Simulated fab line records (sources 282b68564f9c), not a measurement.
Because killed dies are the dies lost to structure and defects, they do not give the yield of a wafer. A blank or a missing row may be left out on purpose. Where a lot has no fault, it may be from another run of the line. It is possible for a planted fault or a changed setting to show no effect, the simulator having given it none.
A struck lot beside a sound one :: flow ritCmos :: 3 out of 202 route steps
Sound: wafers L334.2, L334.3, L334.6. Wafers struck: L344.1, L344.2, L344.3. The cause is named last.
At each step with rows: each side's tool, then ch and its chambers, then its first start. Under that, the readings that differ: sound wafers :: struck wafers :: difference of the means :: sigmas: that difference in standard deviations of wafers without a fault.
alike: same words and numbers on both sides, and readings whose means sit less than 2 such deviations apart. not compared: any withheld reading, any reading some wafer has no value for, any bound like >300 that may hide the same value, and any number with overlapping values for which the record gives no deviation.
The two part at a step that has a row with sigmas, a row that says differs or no value, or rows on one side only. When numbers do not overlap yet have no deviation, they are printed without sigmas and do not part them. A reading that every wafer of one side lacks parts them only if that side has two wafers or more.

RIT_ACTIVE_BOW_MEAS_00:
  sound on filmMetro-03, day 1 10:01; struck on filmMetro-02, day 3 12:00
  alike: INCOMING_BOW
RIT_ACTIVE_OXIDATION_01: target thk 46.8 nm, ox time 3360 s.
  struck on furnace-01, day 3 12:23; sound on furnace-04 ch 0, day 1 11:02
  no value came back on the struck wafers for oxTempC (C), oxTempCMax, spikeTcCentreC (C); on the sound wafers oxTempC (C) reads 995.0 995.2 994.8
then, 1 step without rows for these wafers: RIT_ACTIVE_CVD_03 (deposits Si3N4 from SiH2Cl2/NH3, target thk 150 nm, time 1500 s).

## WHERE THEY PART
At RIT_ACTIVE_OXIDATION_01 and nowhere else, as far as this record goes.

WHY: what had been put in by the simulator
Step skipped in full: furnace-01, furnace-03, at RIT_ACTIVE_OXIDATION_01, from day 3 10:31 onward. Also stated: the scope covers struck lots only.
